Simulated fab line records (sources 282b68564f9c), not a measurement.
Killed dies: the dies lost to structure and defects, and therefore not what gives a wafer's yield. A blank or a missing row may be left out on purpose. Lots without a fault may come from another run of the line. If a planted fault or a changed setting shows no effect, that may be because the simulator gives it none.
fab line records	flow rit_cmos
record: lots: 6	wafers: 18	last_day: 8
route steps=202 shown ACTIVE@8 FOX1@20 FOX2@23 NWELL@28 PWELL@39 M1@202
lots with no fault: from the same line, run without faults
start_h: hours from the record's opening day to when the first of the lot's shown wafers began	wait_h: how many hours have passed since the lot's step before this one	" as in the row above	L1.1+2: several wafers, shown together as one row	- no value, or no start was given	* or withheld: withheld	< > ~ a bound
route shown NAME@n: a module of which the file shows steps, and the number in the route of the first	usual: the fault-free wafers' mean and standard deviation	same: alike in all rows	chamber/n: place in a boat	sites: the reading at each site	_std_site: the standard deviation of these	_edge_site: mean of outer sites minus mean of inner sites	radius_mm: how far each site lies from the wafer's centre	mask NAME#n: copy n	behind: the last tool/chamber to shape the wafer	hold: reason for holding the lot/hours on hold/outcome of the hold	device: whichever transistor did not switch (one of n, p or np)	end of line: the tests these same wafers got at the end of their route	a step with no rows: only its recipe	killed: the dies lost at the first sort to structure and to defects; this is not the yield of the wafer	map: a wafer's dies, x killed, . not, _ none there
set.NAME: the run value of the setting; set.NAME@STEP: its run value at that earlier step	model.NAME: the simulator's own value behind a step, which no gauge read
a table for each step, a row for each wafer; lots at some steps of the route
services: the hour from which a tool's chamber was out of use, counted from the record's first day as start_h (under 0 if before that day), plus the number of hours and why
== steps ==
step: RIT_ACTIVE_SOFTBAKE_07
recipe: resist: NOVOLAK	temp_c: 90	time_s: 60
step: RIT_ACTIVE_EXPOSE_08
recipe: mask_id: M1	na: 0.6	source_shape: conventional	sigma_outer: 0.6	target_cd_nm: 1400	dose_mj: 225
step: RIT_ACTIVE_PEB_09
recipe: resist: NOVOLAK	temp_c: withheld	time_s: withheld
step: RIT_ACTIVE_DEVELOP_10
recipe: resist: NOVOLAK	develop_time_s: 50	dev_temp_c: 23
step: RIT_ACTIVE_CD_MEAS_11
recipe: target_cd_nm: 1400
usual: cd_nm: 1400.3/2.6
lot.wafer	tool	chamber	start_h	wait_h	cd_nm
L265.1	cd_sem-01	-	14.56	-	1400.7
L265.2	"	-	"	"	1401.2
L265.4	"	-	"	"	1402.0
L266.2	cd_sem-02	-	22.35	-	1400.2
L266.4	"	-	"	"	1402.5
L266.5	"	-	"	"	1401.4
L269.1	cd_sem-01	-	35.59	-	1402.8
L269.3	"	-	"	"	1403.8
L269.4	"	-	"	"	1400.3
L271.3	cd_sem-02	-	46.50	-	1402.5
L271.4	"	-	"	"	1399.4
L271.5	"	-	"	"	1403.1
L273.1	cd_sem-02	-	55.81	-	1399.7
L273.3	"	-	"	"	1398.7
L273.6	"	-	"	"	1398.9
L287.4	cd_sem-01	-	130.05	-	1400.9
L287.5	"	-	"	"	1401.7
L287.6	"	-	"	"	1400.8
step: RIT_ACTIVE_HARDBAKE_12
recipe: resist: NOVOLAK	temp_c: 140	time_s: 60
step: RIT_ACTIVE_ETCH_13
recipe: stop_on: SiO2	chemistry: SF6	target: Si3N4	time_s: 210	over_etch_frac: 0.4	SF6_flow_sccm: 200	pressure_mtorr: 260	rf_w: 125	target_depth_a: 2100
usual: SF6_flow_sccm: 200.0/0.56	chamber_pressure_mTorr: 260.02/0.24	drypump_motor_current_A: 5.7/0.43	oes_product_au: 0.832/0.014	throttle_valve_pct: 7.49/0.15
lot.wafer	tool	chamber	start_h	wait_h	SF6_flow_sccm	chamber_pressure_mTorr	drypump_motor_current_A	oes_product_au	rf_hours_counter_h	throttle_valve_pct
L265.1	rie_diel-01	1	14.98	0.1	199.3	259.69	6.1	0.826	29	7.65
L265.2	"	0	"	"	199.4	259.86	6.1	0.837	91	7.72
L265.4	"	2	"	"	199.8	260.33	5.4	0.834	1	7.27
L266.2	rie_diel-02	0	22.60	0.1	199.4	260.00	5.5	0.837	109	7.64
L266.4	"	2	"	"	200.5	260.44	6.1	0.848	99	7.69
L266.5	"	3	"	"	200.1	260.09	5.8	0.847	-	7.36
L269.1	rie_diel-02	1	35.86	0.1	199.4	259.79	6.5	0.840	20	7.36
L269.3	"	2	"	"	198.9	260.32	6.1	0.861	100	7.69
L269.4	"	0	"	"	199.7	259.84	5.6	0.847	109	7.65
L271.3	rie_diel-01	0	46.73	0.1	199.2	259.63	6.1	0.838	92	7.71
L271.4	"	1	"	"	199.8	259.90	6.2	0.825	30	7.63
L271.5	"	0	"	"	199.9	259.91	6.1	0.832	-	7.72
L273.1	rie_diel-02	1	56.16	0.1	198.6	260.08	6.5	0.843	20	7.36
L273.3	"	3	"	"	201.3	259.81	5.8	0.850	137	7.36
L273.6	"	3	"	"	200.1	260.05	5.8	0.837	-	7.35
L287.4	rie_diel-02	1	130.32	0.1	199.8	259.86	6.5	0.836	-	7.37
L287.5	"	0	"	"	200.2	259.75	5.5	0.834	-	7.67
L287.6	"	3	"	"	200.0	260.45	5.8	0.846	-	7.35
step: RIT_ACTIVE_STRIP_14
recipe: chemistry: O2	time_s: 180	resist: NOVOLAK	platen_temp_c: withheld	power_w: 500	pressure_mtorr: 4000	o2_flow_sccm: 4000
usual: chamber_pressure_mTorr: 4000/4.2	drypump_motor_current_A: 6.2/0.51
lot.wafer	tool	chamber	start_h	wait_h	chamber_pressure_mTorr	drypump_motor_current_A	rf_hours_counter_h
L265.1	plasma_asher-01	0	15.12	0.1	3997	6.8	21
L265.2	"	1	"	"	3992	5.7	21
L265.4	"	1	"	"	4009	5.8	-
L266.2	plasma_asher-03	1	22.73	0.1	4001	5.4	36
L266.4	"	1	"	"	3998	5.5	-
L266.5	"	0	"	"	4004	5.9	-
L269.1	plasma_asher-01	1	35.99	0.1	4004	5.8	23
L269.3	"	0	"	"	3998	6.8	-
L269.4	"	1	"	"	4003	5.8	-
L271.3	plasma_asher-01	1	46.92	0.1	3995	5.7	-
L271.4	"	0	"	"	3995	6.7	-
L271.5	"	1	"	"	4005	5.8	-
L273.1	plasma_asher-02	1	56.30	0.1	4002	6.7	41
L273.3	"	1	"	"	3998	6.7	-
L273.6	"	0	"	"	3999	6.5	-
L287.4	plasma_asher-02	1	130.45	0.1	4007	6.8	-
L287.5	"	1	"	"	3990	6.8	-
L287.6	"	0	"	"	3994	6.5	-
step: RIT_ACTIVE_CD_MEAS_90
recipe: target_cd_nm: 1400
usual: cd_nm: 1400.4/2.6
lot.wafer	tool	chamber	start_h	wait_h	cd_nm
L265.1	cd_sem-01	-	15.29	0.1	1400.8
L265.2	"	-	"	"	1401.0
L265.4	"	-	"	"	1401.9
L266.2	cd_sem-01	-	22.93	0.1	1400.6
L266.4	"	-	"	"	1402.7
L266.5	"	-	"	"	1401.1
L269.1	cd_sem-01	-	36.16	0.1	1402.7
L269.3	"	-	"	"	1403.5
L269.4	"	-	"	"	1400.3
L271.3	cd_sem-02	-	47.08	0.1	1402.0
L271.4	"	-	"	"	1399.6
L271.5	"	-	"	"	1403.0
L273.1	cd_sem-02	-	56.57	0.2	1399.8
L273.3	"	-	"	"	1398.9
L273.6	"	-	"	"	1399.0
L287.4	cd_sem-01	-	130.62	0.1	1400.9
L287.5	"	-	"	"	1401.4
L287.6	"	-	"	"	1401.3
step: RIT_ACTIVE_CLEAN_15
recipe: chemistry: SC1	mix: 3:3:50	time_s: 600	temp_c: 75
step: RIT_ACTIVE_CLEAN_16
recipe: chemistry: dHF	dilution: 50:1	time_s: 30
step: RIT_ACTIVE_CLEAN_17
recipe: chemistry: SC2	mix: 3:3:50	time_s: 600	temp_c: 75	dry: n2_spin
step: RIT_FOX1_OXIDATION_00
recipe: temp_c: 1100	ambient: H2O	target_thk_a: 3507	p_h2o_torr: 720	ox_time_s: 1130
usual: spike_tc_centre_C: 1101.8/1.3	spike_tc_load_C: 1121/4.4	spike_tc_source_C: 1121.2/2.8
lot.wafer	tool	chamber	start_h	wait_h	spike_tc_centre_C	spike_tc_load_C	spike_tc_source_C
L265.1	furnace-01	0	19.08	3.3	1101.6	1127	1129.0
L265.2	"	0	"	"	1102.6	1127	1129.0
L265.4	"	0	"	"	1100.8	1128	1126.4
L266.2	furnace-01	0	26.76	3.4	1103.6	1127	1128.0
L266.4	"	0	"	"	1103.4	1127	1127.8
L266.5	"	0	"	"	1103.1	1124	1126.8
L269.1	furnace-04	0	38.01	1.3	1101.7	1117	1122.2
L269.3	"	0	"	"	1100.4	1117	1118.5
L269.4	"	0	"	"	1100.5	1120	1119.9
L271.3	furnace-04	0	48.98	1.4	1100.6	1117	1120.0
L271.4	"	0	"	"	1100.3	1119	1119.9
L271.5	"	0	"	"	1102.7	1117	1120.9
L273.1	furnace-04	0	57.17	0.1	1099.5	1116	1120.3
L273.3	"	0	"	"	1101.4	1118	1119.7
L273.6	"	0	"	"	1101.4	1118	1118.4
L287.4	furnace-03	0	133.35	2.3	1101.6	1127	1120.7
L287.5	"	0	"	"	1102.4	1127	1119.8
L287.6	"	0	"	"	1102.5	1127	1121.2
step: RIT_FOX1_THK_MEAS_01
recipe: reads: SiO2_of_FOX1_OXIDATION_00
usual: FOX1_OXIDE_THK: 349/5.9
lot.wafer	tool	chamber	start_h	wait_h	FOX1_OXIDE_THK[nm]
L265.1	film_metro-02	-	20.39	0.0	350
L265.2	"	-	"	"	349
L265.4	"	-	"	"	343
L266.2	film_metro-03	-	28.09	0.0	351
L266.4	"	-	"	"	354
L266.5	"	-	"	"	355
L269.1	film_metro-02	-	39.32	0.0	357
L269.3	"	-	"	"	363
L269.4	"	-	"	"	355
L271.3	film_metro-03	-	50.31	0.0	347
L271.4	"	-	"	"	352
L271.5	"	-	"	"	359
L273.1	film_metro-03	-	58.48	0.0	352
L273.3	"	-	"	"	345
L273.6	"	-	"	"	347
L287.4	film_metro-03	-	134.69	0.0	350
L287.5	"	-	"	"	350
L287.6	"	-	"	"	350
step: RIT_FOX1_WET_ETCH_02
recipe: chemistry: BOE	target_depth_nm: 350	time_s: 390	temp_c: 21.5	dry: n2_spin	dilution: 10:1	target: SiO2
step: RIT_FOX2_OXIDATION_00
recipe: temp_c: 1100	ambient: H2O	target_thk_a: 3507	p_h2o_torr: 720	ox_time_s: 1130
step: RIT_FOX2_THK_MEAS_01
recipe: reads: SiO2_of_FOX2_OXIDATION_00
usual: FOX2_OXIDE_THK: 348/7.7
lot.wafer	tool	chamber	start_h	wait_h	FOX2_OXIDE_THK[nm]
L265.1	film_metro-03	-	26.18	0.0	347
L265.2	"	-	"	"	348
L265.4	"	-	"	"	351
L266.2	film_metro-03	-	30.48	0.0	354
L266.4	"	-	"	"	352
L266.5	"	-	"	"	348
L269.1	film_metro-01	-	41.31	0.0	345
L269.3	"	-	"	"	341
L269.4	"	-	"	"	339
L271.3	film_metro-01	-	54.64	0.0	364
L271.4	"	-	"	"	364
L271.5	"	-	"	"	356
L273.1	film_metro-03	-	60.87	0.0	355
L273.3	"	-	"	"	357
L273.6	"	-	"	"	356
L287.4	film_metro-03	-	136.18	0.0	341
L287.5	"	-	"	"	335
L287.6	"	-	"	"	344
step: RIT_FOX2_CLEAN_02
recipe: chemistry: dHF	dilution: 50:1	time_s: 180
step: RIT_FOX2_WET_ETCH_03
recipe: chemistry: H3PO4	target: Si3N4	target_depth_nm: 195	temp_c: 165	time_s: 2700
step: RIT_FOX2_THK_MEAS_90
recipe: reads: SiO2_of_FOX2_OXIDATION_00
usual: FIELD_OXIDE_LEFT_1_THK: 321/7.7
lot.wafer	tool	chamber	start_h	wait_h	FIELD_OXIDE_LEFT_1_THK[nm]
L265.1	film_metro-01	-	27.13	0.0	319
L265.2	"	-	"	"	321
L265.4	"	-	"	"	324
L266.2	film_metro-01	-	31.36	0.0	326
L266.4	"	-	"	"	324
L266.5	"	-	"	"	320
L269.1	film_metro-03	-	42.26	0.0	318
L269.3	"	-	"	"	314
L269.4	"	-	"	"	311
L271.3	film_metro-03	-	55.52	0.0	337
L271.4	"	-	"	"	337
L271.5	"	-	"	"	329
L273.1	film_metro-03	-	61.81	0.0	327
L273.3	"	-	"	"	330
L273.6	"	-	"	"	328
L287.4	film_metro-03	-	137.06	0.0	314
L287.5	"	-	"	"	307
L287.6	"	-	"	"	317
step: RIT_NWELL_HMDS_00
recipe: prime_time_s: 58.79	prime_temp_c: 140
step: RIT_NWELL_COAT_01
recipe: resist: NOVOLAK	spin_rpm: 2000	resist_thk_nm: 1300
step: RIT_NWELL_SOFTBAKE_02
recipe: resist: NOVOLAK	temp_c: 90	time_s: 60
step: RIT_NWELL_EXPOSE_03
recipe: mask_id: M2	na: 0.57	target_cd_nm: 43900	dose_mj: 250
step: RIT_NWELL_PEB_04
recipe: resist: NOVOLAK	temp_c: withheld	time_s: withheld
step: RIT_NWELL_DEVELOP_05
recipe: resist: NOVOLAK	develop_time_s: 68	dev_temp_c: 23
step: RIT_NWELL_OVL_MEAS_06
usual: NWELL_OVL: 0.9/1.4
lot.wafer	tool	chamber	start_h	wait_h	NWELL_OVL[nm]
L265.1	overlay-02	-	28.19	-	-0.5
L265.2	"	-	"	"	2.0
L265.4	"	-	"	"	3.0
L266.2	overlay-02	-	32.41	-	2.6
L266.4	"	-	"	"	0.4
L266.5	"	-	"	"	1.5
L269.1	overlay-02	-	43.51	-	-0.2
L269.3	"	-	"	"	-1.2
L269.4	"	-	"	"	-2.8
L271.3	overlay-02	-	56.75	-	-1.5
L271.4	"	-	"	"	0.6
L271.5	"	-	"	"	0.5
L273.1	overlay-01	-	62.88	-	2.1
L273.3	"	-	"	"	0.3
L273.6	"	-	"	"	1.4
L287.4	overlay-02	-	138.03	-	2.2
L287.5	"	-	"	"	0.3
L287.6	"	-	"	"	-0.2
step: RIT_NWELL_HARDBAKE_07
recipe: resist: NOVOLAK	temp_c: 140	time_s: 120
step: RIT_NWELL_IMPLANT_08
recipe: species: P	energy_kev: 167.8	dose_cm2: 5e+13	tilt_deg: 7
step: RIT_NWELL_STRIP_09
recipe: chemistry: O2	time_s: 180	resist: NOVOLAK	platen_temp_c: withheld	power_w: 500	pressure_mtorr: 4000	o2_flow_sccm: 4000
usual: chamber_pressure_mTorr: 4000/3.7	drypump_motor_current_A: 6.2/0.64
lot.wafer	tool	chamber	start_h	wait_h	chamber_pressure_mTorr	drypump_motor_current_A	rf_hours_counter_h
L265.1	plasma_asher-02	1	28.63	0.1	3997	6.8	37
L265.2	"	0	"	"	3998	6.5	37
L265.4	"	0	"	"	3995	6.5	-
L266.2	plasma_asher-01	1	32.84	0.1	4000	5.8	23
L266.4	"	1	"	"	4002	5.8	-
L266.5	"	1	"	"	4000	5.7	-
L269.1	plasma_asher-01	0	43.95	0.1	4001	6.8	24
L269.3	"	0	"	"	3998	6.8	-
L269.4	"	1	"	"	3999	5.7	-
L271.3	plasma_asher-02	1	57.23	0.1	3993	6.8	-
L271.4	"	0	"	"	3999	6.5	-
L271.5	"	0	"	"	4001	6.5	-
L273.1	plasma_asher-04	1	63.61	0.2	3997	5.0	40
L273.3	"	0	"	"	4000	6.5	-
L273.6	"	1	"	"	3998	5.0	-
L287.4	plasma_asher-04	0	138.51	0.1	4002	6.6	-
L287.5	"	1	"	"	4005	5.0	-
L287.6	"	0	"	"	4001	6.6	-
step: RIT_NWELL_TW_MEAS_10
usual: NWELL_TW: 2160/13
lot.wafer	tool	chamber	start_h	wait_h	NWELL_TW
L265.1	film_metro-01	-	28.81	0.1	2153
L265.2	"	-	"	"	2166
L265.4	"	-	"	"	2151
L266.2	film_metro-04	-	33.02	0.1	2172
L266.4	"	-	"	"	2181
L266.5	"	-	"	"	2178
L269.1	film_metro-03	-	44.12	0.1	2163
L269.3	"	-	"	"	2152
L269.4	"	-	"	"	2154
L271.3	film_metro-03	-	57.37	0.1	2171
L271.4	"	-	"	"	2179
L271.5	"	-	"	"	2164
L273.1	film_metro-01	-	63.79	0.1	2140
L273.3	"	-	"	"	2147
L273.6	"	-	"	"	2149
L287.4	film_metro-03	-	138.66	0.1	2155
L287.5	"	-	"	"	2148
L287.6	"	-	"	"	2148
step: RIT_PWELL_HMDS_00
recipe: prime_time_s: 60	prime_temp_c: 140
step: RIT_PWELL_COAT_01
recipe: resist: NOVOLAK	spin_rpm: 2000	resist_thk_nm: 1300
step: RIT_PWELL_SOFTBAKE_02
recipe: resist: NOVOLAK	temp_c: 90	time_s: 60
step: RIT_PWELL_EXPOSE_03
recipe: mask_id: M3	na: 0.57	target_cd_nm: 43700	dose_mj: 250
step: RIT_PWELL_PEB_04
recipe: resist: NOVOLAK	temp_c: withheld	time_s: withheld
step: RIT_PWELL_DEVELOP_05
recipe: resist: NOVOLAK	develop_time_s: 68	dev_temp_c: 23
step: RIT_PWELL_OVL_MEAS_06
usual: PWELL_OVL: 0.4/1.5
lot.wafer	tool	chamber	start_h	wait_h	PWELL_OVL[nm]
L265.1	overlay-01	-	29.87	-	2.1
L265.2	"	-	"	"	1.2
L265.4	"	-	"	"	2.4
L266.2	overlay-01	-	34.08	-	-0.1
L266.4	"	-	"	"	-1.8
L266.5	"	-	"	"	1.1
L269.1	overlay-01	-	45.06	-	0.9
L269.3	"	-	"	"	0.5
L269.4	"	-	"	"	-0.4
L271.3	overlay-02	-	58.52	-	-0.4
L271.4	"	-	"	"	-2.6
L271.5	"	-	"	"	-2.8
L273.1	overlay-02	-	64.86	-	0.7
L273.3	"	-	"	"	-0.4
L273.6	"	-	"	"	-0.3
L287.4	overlay-02	-	139.59	-	2.0
L287.5	"	-	"	"	2.8
L287.6	"	-	"	"	2.3
step: RIT_PWELL_HARDBAKE_07
recipe: resist: NOVOLAK	temp_c: 140	time_s: 120
step: RIT_PWELL_IMPLANT_08
recipe: species: B	energy_kev: 170	dose_cm2: 7e+13	tilt_deg: 7
step: RIT_PWELL_STRIP_09
recipe: chemistry: O2	time_s: 180	resist: NOVOLAK	platen_temp_c: withheld	power_w: 500	pressure_mtorr: 4000	o2_flow_sccm: 4000
usual: chamber_pressure_mTorr: 4001/3.7	drypump_motor_current_A: 6.0/0.65
lot.wafer	tool	chamber	start_h	wait_h	chamber_pressure_mTorr	drypump_motor_current_A	rf_hours_counter_h
L265.1	plasma_asher-01	0	30.31	0.1	4003	6.8	23
L265.2	"	1	"	"	3999	5.8	23
L265.4	"	1	"	"	3995	5.8	-
L266.2	plasma_asher-03	0	34.51	0.1	4002	5.9	37
L266.4	"	1	"	"	3995	5.5	-
L266.5	"	0	"	"	4000	5.9	-
L269.1	plasma_asher-01	1	45.50	0.1	4003	5.7	24
L269.3	"	0	"	"	4003	6.8	-
L269.4	"	1	"	"	3998	5.7	-
L271.3	plasma_asher-04	1	59.00	0.1	4002	5.0	-
L271.4	"	0	"	"	4002	6.6	-
L271.5	"	0	"	"	4004	6.5	-
L273.1	plasma_asher-01	1	65.45	0.2	4000	5.8	27
L273.3	"	0	"	"	3999	6.8	-
L273.6	"	1	"	"	4004	5.7	-
L287.4	plasma_asher-01	1	140.08	0.1	3998	5.8	-
L287.5	"	0	"	"	4020	6.8	-
L287.6	"	1	"	"	3998	5.7	-
step: RIT_PWELL_TW_MEAS_10
usual: PWELL_TW: 962/5.1
lot.wafer	tool	chamber	start_h	wait_h	PWELL_TW
L265.1	film_metro-01	-	30.48	0.1	960
L265.2	"	-	"	"	965
L265.4	"	-	"	"	956
L266.2	film_metro-03	-	34.70	0.1	959
L266.4	"	-	"	"	958
L266.5	"	-	"	"	958
L269.1	film_metro-01	-	45.67	0.1	958
L269.3	"	-	"	"	968
L269.4	"	-	"	"	960
L271.3	film_metro-03	-	59.14	0.1	958
L271.4	"	-	"	"	960
L271.5	"	-	"	"	957
L273.1	film_metro-03	-	65.62	0.1	963
L273.3	"	-	"	"	962
L273.6	"	-	"	"	965
L287.4	film_metro-01	-	140.22	0.1	964
L287.5	"	-	"	"	967
L287.6	"	-	"	"	960
step: RIT_M1_PROBE_99
usual: killed_at_front_end: 7.1/2.8	killed_dies: 7.1/2.9	killed_on_rim: 1.9/1.5	killed_open: 3.4/2	killed_short: 3.6/2.1
same: gross_dies: 264	killed_at_M0_to_M3: 0	killed_at_M4_up: 0	killed_at_back_side: 0	killed_at_contacts: 0	killed_at_other: 0
lot.wafer	tool	chamber	start_h	wait_h	killed_at_front_end	killed_dies	killed_on_rim	killed_open	killed_short
L266.2	prober-01	-	73.84	0.1	8	8	0	2	6
L266.4	prober-01	-	73.94	0.2	7	7	2	4	3
L266.5	prober-01	-	73.99	0.2	7	7	0	5	2
L269.1	prober-02	-	87.59	0.1	13	13	6	5	8
L269.3	prober-02	-	87.69	0.2	9	9	4	6	3
L269.4	prober-02	-	87.74	0.2	4	4	1	0	4
L271.3	prober-02	-	105.77	0.2	119	119	36	3	2
L271.4	prober-02	-	105.82	0.2	130	130	30	0	1
L271.5	prober-02	-	105.87	0.2	138	138	33	4	3
L273.1	prober-02	-	110.50	0.1	129	129	37	0	1
L273.3	prober-02	-	110.60	0.2	136	136	40	4	2
L273.6	prober-02	-	110.75	0.2	136	136	40	0	1
L287.4	prober-02	-	180.60	0.2	6	6	3	2	4
L287.5	prober-02	-	180.65	0.2	8	8	0	3	5
L287.6	prober-02	-	180.70	0.2	6	6	2	5	1
killed by level:class
L266.2 GATE:geometric_particle:short=4 SILICIDE:geometric_particle:short=2 REOX:geometric_particle:open=1 SPACER:geometric_particle:open=1
L266.4 GATE:geometric_particle:open=2 GATE:geometric_particle:short=2 FOX1:geometric_particle:open=1 FOX2:geometric_particle:open=1 SILICIDE:geometric_particle:short=1
L266.5 FOX1:geometric_particle:open=1 FOX2:geometric_particle:short=1 FOX2:geometric_particle:open=1 SILICIDE:geometric_particle:short=1 GATE:geometric_particle:open=1 SPACER:geometric_particle:open=1 SILICIDE:geometric_particle:open=1
L269.1 GATE:geometric_particle:open=4 SPACER:geometric_particle:short=3 FOX1:geometric_particle:short=2 FOX2:geometric_particle:short=2 GATE:geometric_particle:short=1 SPACER:geometric_particle:open=1
L269.3 GATE:geometric_particle:open=4 SPACER:geometric_particle:open=2 FOX1:geometric_particle:short=1 GATE:geometric_particle:short=1 SILICIDE:geometric_particle:short=1
L269.4 SPACER:geometric_particle:short=3 GATE:geometric_particle:short=1
L271.3 FOX1:unspecified=114 GATE:geometric_particle:open=2 FOX1:geometric_particle:short=1 GATE:geometric_particle:short=1 REOX:geometric_particle:open=1
L271.4 FOX1:unspecified=129 FOX1:geometric_particle:short=1
L271.5 FOX1:unspecified=131 GATE:geometric_particle:short=2 FOX1:geometric_particle:open=1 GATE:geometric_particle:open=1 REOX:geometric_particle:short=1 SPACER:geometric_particle:open=1 SILICIDE:geometric_particle:open=1
L273.1 FOX1:unspecified=127 GATE:geometric_particle:short=1 NRETRO:coat_microbubble_printed=1
L273.3 FOX1:unspecified=130 REOX:geometric_particle:open=2 SPACER:geometric_particle:open=2 GATE:geometric_particle:short=1 SPACER:geometric_particle:short=1
L273.6 FOX1:unspecified=135 GATE:geometric_particle:short=1
L287.4 GATE:geometric_particle:short=2 GATE:geometric_particle:open=2 SPACER:geometric_particle:short=2
L287.5 GATE:geometric_particle:short=3 FOX2:geometric_particle:short=1 GATE:geometric_particle:open=1 REOX:geometric_particle:short=1 REOX:geometric_particle:open=1 SILICIDE:geometric_particle:open=1
L287.6 GATE:geometric_particle:open=5 FOX1:geometric_particle:short=1
map L271.5 (x killed, . not)
________x.x.x.._______
_____.x.x.xxx.xx.x____
____x.xx........x..___
___.xxx.xxxxxx.x.xxx__
__.xxxx.xxx.x.xx.xx.x_
__.xx..xxxxx...x..x.x_
_..x.xxx.x.xx.xxx.x..x
_x.xxxx..xxxxxx.x.x..x
_x..x.xxx.x.x...xx.xx.
_x.xx....x...xx....x.x
__..xxxxxx.x.xx..xx.._
__xx.x....xx.x.xx.x.._
___xx..x..xxxx...x.x__
____..x.....x......___
_____.x..x.xxxxxxx____
________xx....._______
map L273.3 (x killed, . not)
________xx..xxx_______
_____xxxx..x..xxx.____
____x..x.x..x..x.xx___
___....xxx...x.x...x__
__xx..x..xxxx.x.x..x._
__x.xxx..xxx.x.xx.x.x_
_x..xxx.x.x...x..x.x.x
_.xx...xx...xxxx....x.
_xxxxxxx..xx.xx.x.xx..
_x.x...xxx..x..x...xx.
__.x..x.xx..xx.x.x.x._
__xxxxx.x...x.xx.xx.x_
___xxx.x.x.x...x.xx.__
____....xx..xxx...x___
_____x...xx.x....x____
________xxx.x.x_______
== services ==
tool	chamber	start_h	hours	kind
furnace-01	-	-6.30	14.3	pm
plasma_asher-02	-	2.66	2.1	repair
furnace-01	-	13.33	2.5	repair
furnace-04	-	19.45	2.1	pm
furnace-01	-	21.46	3.1	pm
furnace-04	-	21.54	4.6	pm
plasma_asher-04	-	26.60	9.4	pm
rie_diel-01	1	31.07	10.5	repair
rie_diel-02	0	61.71	13.8	repair
furnace-03	-	66.37	63.7	pm
plasma_asher-03	-	67.92	1.6	repair
rie_diel-01	2	72.70	12.5	repair
rie_diel-01	1	72.79	3.0	repair
plasma_asher-03	-	108.75	9.0	pm
plasma_asher-03	0	108.75	9.0	vent_cycle
plasma_asher-03	1	108.75	9.0	vent_cycle
plasma_asher-03	0	117.75	-	clean
rie_diel-02	2	118.60	12.6	repair
rie_diel-02	-	122.05	0.5	repair
plasma_asher-04	-	125.04	1.7	repair
plasma_asher-02	-	126.86	2.8	pm
rie_diel-01	-	129.44	4.3	pm
plasma_asher-01	-	132.82	4.3	pm
rie_diel-01	0	137.90	23.8	repair
== key ==
first_sign: step: RIT_M1_PROBE_99	reading: killed_at_front_end	direction: up	sigmas: 44	usual: 7.1	struck: 131.3
effect: step: RIT_M1_PROBE_99	reading: killed_dies	direction: up	sigmas: 43	usual: 7.1	struck: 131.3
met_at RIT_FOX1_OXIDATION_00
struck_wafers L271.3,L271.4,L271.5,L273.1,L273.3,L273.6
tester_left_out L271,L273
onset_between 38.01 48.98
fault: kind: chamber_particle_source	tool: furnace-04	chamber: -	onset_h: 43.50	steps: RIT_FOX1_OXIDATION_00	rate_per_visit_cm2: 1.2573	end_h: 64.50
tester_left_out: of these lots the tester's yield and bins aren't shown, on N5 and GAA mostly nor the transistor test; their killed dies are dies lost to structure and defects alone, not to doping, threshold or leakage, so they don't give the yield
